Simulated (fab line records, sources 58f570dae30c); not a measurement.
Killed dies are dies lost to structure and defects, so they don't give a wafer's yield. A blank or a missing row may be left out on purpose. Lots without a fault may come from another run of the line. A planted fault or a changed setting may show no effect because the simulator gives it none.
Which tool did it? | flow berkeley_cmos170 | 6 lots, 18 wafers sampled, at 3 steps of a route of 331

WHAT THE GAUGES READ, wafer by wafer
UCB170_SDANNEAL_RS_MEAS_03: measures by four-point-probe.
lot  | measured     | on            | NSD_RS (ohm/sq)
L936 | day 8 00:14  | film_metro-03 | 37.29 37.24 37.24
L937 | day 8 01:11  | film_metro-02 | 37.33 37.34 37.32
L941 | day 8 07:32  | film_metro-02 | 37.17 37.09 37.15
L943 | day 9 04:17  | film_metro-02 | 37.33 37.27 37.40
L948 | day 10 11:36 | film_metro-04 | 45.29 45.49 45.42
L957 | day 12 08:11 | film_metro-04 | 37.48 37.46 37.43

WHICH TOOL RAN EACH LOT (tool, then ch and the chambers of the sampled wafers, then the start)
lot  | UCB170_NSD_IMPLANT_08           | UCB170_NSD_STRIP_09
L936 | implanter-01 ch 0, day 7 22:35  | plasma_asher-03 ch 0, day 7 22:44
L937 | implanter-03 ch 0, day 7 23:21  | plasma_asher-01 ch 0,1, day 7 23:27
L941 | implanter-01 ch 0, day 8 06:02  | plasma_asher-03 ch 0,1, day 8 06:10
L943 | implanter-01 ch 0, day 9 01:42  | plasma_asher-03 ch 0,1, day 9 01:49
L948 | implanter-03 ch 0, day 10 09:46 | plasma_asher-01 ch 0,1, day 10 09:54
L957 | implanter-01 ch 0, day 12 06:35 | plasma_asher-03 ch 0,1, day 12 06:44
- UCB170_NSD_IMPLANT_08
- UCB170_NSD_STRIP_09: strips in O2.

THE ANSWER, worked out from the rows above alone
Rule: what is usual is taken from the lots themselves. Put in order of their means at a reading, lots are off if they are a third of the lots or fewer, leave a main group of 4 or more, and stand apart from it by a gap of 3 or more times the standard deviation of the main group's means; of several such gaps the widest counts. A main group whose means are all the same, to the digits that the tables above print for the reading, isn't used. A lot without any number at a reading at which 4 lots or more have one is off too. The other lots that the step has rows for count as sound.
Off: L948, at UCB170_SDANNEAL_RS_MEAS_03 (NSD_RS). The main group: mean 37.30 ohm/sq, standard deviation 0.1.
A tool fits if, at a process step before that reading, it ran every lot that is off, and no sound lot after the first of them. The gauges at UCB170_SDANNEAL_RS_MEAS_03 are tried like those tools. Can't be told from this: 2 tools fit, implanter-03 at UCB170_NSD_IMPLANT_08, plasma_asher-01 at UCB170_NSD_STRIP_09.

WHAT THE SIMULATOR HAD PUT IN
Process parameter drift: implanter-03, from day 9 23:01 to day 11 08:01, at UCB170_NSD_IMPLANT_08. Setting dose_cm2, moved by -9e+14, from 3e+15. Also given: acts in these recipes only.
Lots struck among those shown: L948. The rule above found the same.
